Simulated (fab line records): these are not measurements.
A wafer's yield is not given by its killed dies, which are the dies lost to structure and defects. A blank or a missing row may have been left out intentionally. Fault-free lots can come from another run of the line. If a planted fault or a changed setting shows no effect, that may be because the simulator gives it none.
Which tool is to blame? ; flow berkeleyCmos170 ; Sampling: 14 lots, 42 wafers, 6 of 331 route steps

== WHAT EACH GAUGE READ, for each wafer ==
UCB170_FIELD_THK_MEAS_91.
lot;measured;on;FIELD_OXIDE_LEFT_2_THK (nm)
L669;day 6 23:55;filmMetro-04;365 364 360
L668;day 7 00:37;filmMetro-04;357 353 350
L674;day 8 05:01;filmMetro-02;339 338 336
L672;day 8 05:17;filmMetro-02;339 343 338
L671;day 8 05:31;filmMetro-03;354 354 347
L673;day 8 05:44;filmMetro-04;337 334 338
L676;day 8 16:01;filmMetro-03;341 330 337
L677;day 9 04:49;filmMetro-02;364 367 368
L678;day 9 04:49;filmMetro-03;348 339 345
L681;day 9 18:48;filmMetro-03;353 352 350
L680;day 9 19:22;filmMetro-04;330 341 338
L682;day 10 00:50;filmMetro-03;348 344 344
L688;day 11 10:15;filmMetro-04;334 343 328
L689;day 11 10:47;filmMetro-02;353 350 354

UCB170_NLDD_TW_MEAS_11.
lot;measured;on;NLDD_TW
L669;day 7 16:25;filmMetro-03;2224 2229 2206
L668;day 7 15:00;filmMetro-03;2222 2214 2232
L674;day 9 08:30;filmMetro-02;2192 2192 2191
L672;day 9 08:03;filmMetro-02;2200 2178 2197
L671;day 9 08:37;filmMetro-03;2235 2236 2239
L673;day 9 08:16;filmMetro-03;2238 2225 2240
L676;day 9 17:55;filmMetro-02;2196 2188 2192
L677;day 10 00:37;filmMetro-03;2215 2222 2220
L678;day 10 00:20;filmMetro-01;2227 2228 2216
L681;day 10 14:50;filmMetro-01;2219 2225 2233
L680;day 10 14:57;filmMetro-02;2143 2145 2142
L682;day 11 08:29;filmMetro-02;2145 2141 2148
L688;day 12 04:10;filmMetro-02;2198 2183 2194
L689;day 12 03:36;filmMetro-01;2238 2232 2237

UCB170_SPACER_THK_MEAS_01.
lot;measured;on;SPACER_TEOS_THK (nm)
L669;day 7 16:45;filmMetro-01;373 374 376
L668;day 7 15:17;filmMetro-02;371 381 379
L674;day 9 08:47;filmMetro-04;375 375 377
L672;day 9 08:20;filmMetro-04;379 376 373
L671;day 9 08:54;filmMetro-02;371 370 379
L673;day 9 08:32;filmMetro-01;371 373 378
L676;day 9 18:11;filmMetro-04;371 380 380
L677;day 10 00:53;filmMetro-01;378 376 375
L678;day 10 00:37;filmMetro-04;371 380 382
L681;day 10 15:07;filmMetro-04;377 383 386
L680;day 10 15:18;filmMetro-02;378 378 380
L682;day 11 08:49;filmMetro-04;375 372 376
L688;day 12 07:13;filmMetro-02;371 371 376
L689;day 12 07:12;filmMetro-01;368 372 376

UCB170_SDANNEAL_RS_MEAS_05: measurement is done with a four-point probe.
lot;measured;on;NLDD_RS (ohm/sq)
L669;day 8 03:53;filmMetro-01;615.4 617.0 617.3
L668;day 8 03:46;filmMetro-03;617.2 616.4 615.6
L674;day 9 21:01;filmMetro-03;614.9 615.4 615.4
L672;day 9 21:58;filmMetro-02;615.6 616.4 617.0
L671;day 9 21:29;filmMetro-01;616.2 617.1 616.0
L673;day 9 21:19;filmMetro-02;616.6 617.2 616.3
L676;day 10 03:21;filmMetro-03;615.7 616.6 616.1
L677;day 10 12:54;filmMetro-01;618.3 617.9 618.0
L678;day 10 12:43;filmMetro-03;615.8 613.9 614.2
L681;day 11 07:28;filmMetro-02;617.6 619.8 616.6
L680;day 11 06:32;filmMetro-01;653.7 651.9 653.8
L682;day 11 20:31;filmMetro-02;652.5 654.2 653.7
L688;day 12 19:26;filmMetro-03;615.8 616.4 615.6
L689;day 12 19:50;filmMetro-02;616.8 614.8 615.9

== TOOL THAT RAN EACH LOT (tool first, then ch and the chambers of the sampled wafers, then the start) ==
lot;UCB170_GATE_STRIP_16;UCB170_NLDD_IMPLANT_09
L669;plasmaAsher-03 ch 0,1, day 7 11:10;implanter-03 ch 0, day 7 16:10
L668;plasmaAsher-02 ch 0,1, day 7 10:32;implanter-03 ch 0, day 7 14:45
L674;plasmaAsher-03 ch 0,1, day 9 01:41;implanter-01 ch 0, day 9 08:15
L672;plasmaAsher-02 ch 0,1, day 9 01:27;implanter-01 ch 0, day 9 07:50
L671;plasmaAsher-02 ch 0,1, day 9 01:52;implanter-03 ch 0, day 9 08:22
L673;plasmaAsher-03 ch 0,1, day 9 01:58;implanter-03 ch 0, day 9 08:01
L676;plasmaAsher-03 ch 1, day 9 12:01;implanter-01 ch 0, day 9 17:41
L677;plasmaAsher-01 ch 0,1, day 9 20:44;implanter-03 ch 0, day 10 00:22
L678;plasmaAsher-01 ch 0,1, day 9 20:28;implanter-01 ch 0, day 10 00:05
L681;plasmaAsher-01 ch 0,1, day 10 10:45;implanter-03 ch 0, day 10 14:35
L680;plasmaAsher-02 ch 0,1, day 10 11:05;implanter-01 ch 0, day 10 14:43
L682;plasmaAsher-03 ch 0,1, day 10 23:34;implanter-01 ch 0, day 11 08:14
L688;plasmaAsher-01 ch 0,1, day 11 22:55;implanter-03 ch 0, day 12 03:57
L689;plasmaAsher-02 ch 0,1, day 11 22:37;implanter-04 ch 0, day 12 03:21
- UCB170_GATE_STRIP_16: strips in O2.
- UCB170_NLDD_IMPLANT_09

== WHAT THE TOOLS THEMSELVES READ (means of the sampled wafers that have a number; where no wafer has one, the mark that the record gives instead) ==
UCB170_GATE_STRIP_16.
lot;tool;drypumpMotorCurrentA (A);o2FlowSccm (sccm);oesProductAu (a.u.)
L669;plasmaAsher-03;5.7;398.9;0.723
L668;plasmaAsher-02;5.6;399.6;0.722
L674;plasmaAsher-03;5.8;398.8;0.726
L672;plasmaAsher-02;5.7;400.1;0.727
L671;plasmaAsher-02;5.7;400.7;0.721
L673;plasmaAsher-03;5.9;399.0;0.726
L676;plasmaAsher-03;5.6;398.6;0.724
L677;plasmaAsher-01;6.0;398.6;0.723
L678;plasmaAsher-01;5.6;398.2;0.726
L681;plasmaAsher-01;5.6;400.7;0.721
L680;plasmaAsher-02;5.6;398.8;0.729
L682;plasmaAsher-03;5.9;399.8;0.721
L688;plasmaAsher-01;5.6;400.9;0.724
L689;plasmaAsher-02;5.6;400.6;0.721

UCB170_NLDD_IMPLANT_09.
lot;tool;doseIonsCm2;faradayCurrentUA
L669;implanter-03;4.995e+13;159
L668;implanter-03;4.998e+13;159
L674;implanter-01;4.995e+13;162
L672;implanter-01;4.994e+13;159
L671;implanter-03;5.003e+13;158
L673;implanter-03;4.998e+13;160
L676;implanter-01;4.999e+13;158
L677;implanter-03;4.997e+13;158
L678;implanter-01;5.008e+13;157
L681;implanter-03;5.003e+13;162
L680;implanter-01;4.147e+13;133
L682;implanter-01;4.150e+13;131
L688;implanter-03;5.001e+13;159
L689;implanter-04;4.995e+13;155

== THE ANSWER, worked out from the rows above alone ==
Rule: what is usual is taken from the lots themselves. Put in order of their means at a reading, lots are off if they are a third of the lots or fewer, leave a main group of 4 or more, and stand apart from it by a gap of 3 or more times the standard deviation of the main group's means; of several such gaps the widest counts. A main group whose means are all the same, to the digits that the tables above print for the reading, isn't used. A lot without any number at a reading at which 4 lots or more have one is off too. Any other lot the step has rows for is counted as sound. First the gauges in route order, then the tools' own readings, where a lot's mean is used as printed above. At the first step where some lot is off, the reading lying furthest off is the one used; lots without a number count as furthest.
Off: L680, L682, seen at UCB170_SDANNEAL_RS_MEAS_05 (NLDD_RS). For the main group the mean is 616.4 ohm/sq and the standard deviation 0.94.
If a tool, at a process step before that reading, ran all the lots that are off and no sound lot after the first of them, it fits. Not tried: the gauges at UCB170_SDANNEAL_RS_MEAS_05; whatever is off there is also off at UCB170_NLDD_IMPLANT_09, on other tools, and gauge error can't account for it. One candidate fits, namely implanter-01 at UCB170_NLDD_IMPLANT_09. Its last sound lot is L678 (day 10 00:05), its first lot that is off L680 (day 10 14:43): a fault that began between those two fits.
The tool's own readings at UCB170_NLDD_IMPLANT_09 bear it out: on the lots that are off they differ by more than 5 times the standard deviation of the sound lots' means. doseIonsCm2 reads 4.148e+13 there against 4.999e+13 on the sound lots; faradayCurrentUA reads 132 there against 159 on the sound lots.

== WHAT WAS PUT IN BY THE SIMULATOR ==
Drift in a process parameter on implanter-01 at UCB170_NLDD_IMPLANT_09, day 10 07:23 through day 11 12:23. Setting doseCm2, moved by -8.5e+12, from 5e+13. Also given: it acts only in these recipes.
Shown lots that were struck: L680, L682. The rule above reached the same finding.
